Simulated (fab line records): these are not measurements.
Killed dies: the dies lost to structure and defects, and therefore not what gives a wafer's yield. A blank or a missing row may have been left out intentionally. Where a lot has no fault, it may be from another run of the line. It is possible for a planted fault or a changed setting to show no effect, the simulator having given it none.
Matching of chambers ; flow rit cmos ; 4 sister chambers for RIT_GATE_ETCH_19 on rie si-02
The step etches poly-Si in SF6/CHF3/O2, stops on SiO2, time 165 s, target depth 312.5 nm. 8 wafers are shown with their chamber, then 7 later ones without.

WAFERS WITH THEIR CHAMBER
wafer;chamber;throttle valve pct (%);drypump motor current A (A)
L952.2;0;10.17;5.5
L956.2;3;10.37;5.0
L956.6;1;10.27;4.9
L958.1;1;10.25;5.0
L958.2;2;10.29;5.2
L958.4;3;10.37;4.9
L959.2;2;10.27;5.2
L959.4;0;10.18;5.5

WAFERS WITH NO CHAMBER GIVEN
wafer;throttle valve pct (%);drypump motor current A (A)
L959.6;10.27;5.2
L960.3;10.38;5.0
L960.4;10.27;5.2
L960.6;10.15;5.5
L968.6;10.28;5.2
L970.1;10.27;4.9
L970.4;10.27;4.9

WHICH CHAMBER EACH ONE RAN IN
wafer;from the rows above;in truth
L959.6;2;2
L960.3;3;3
L960.4;2;2
L960.6;0;0
L968.6;2;2
L970.1;1;1
L970.4;1;1
7 of 7 placed correctly. Number that these rows cannot place: 0. Placed wrongly: 0.
How it was worked out, from the rows above alone: a wafer's distance from a chamber is the root of the sum, over the readings, of the square of ((its reading less the chamber's mean) divided by the reading's scatter). The wafer belongs to the nearest chamber; if the next one is less than 2 further off, it can't be placed. Each chamber's mean is taken over the wafers shown for it. The scatter: take each reading less its chamber's mean, square it, sum over the shown wafers, divide by the number of wafers less the number of chambers, and take the root.
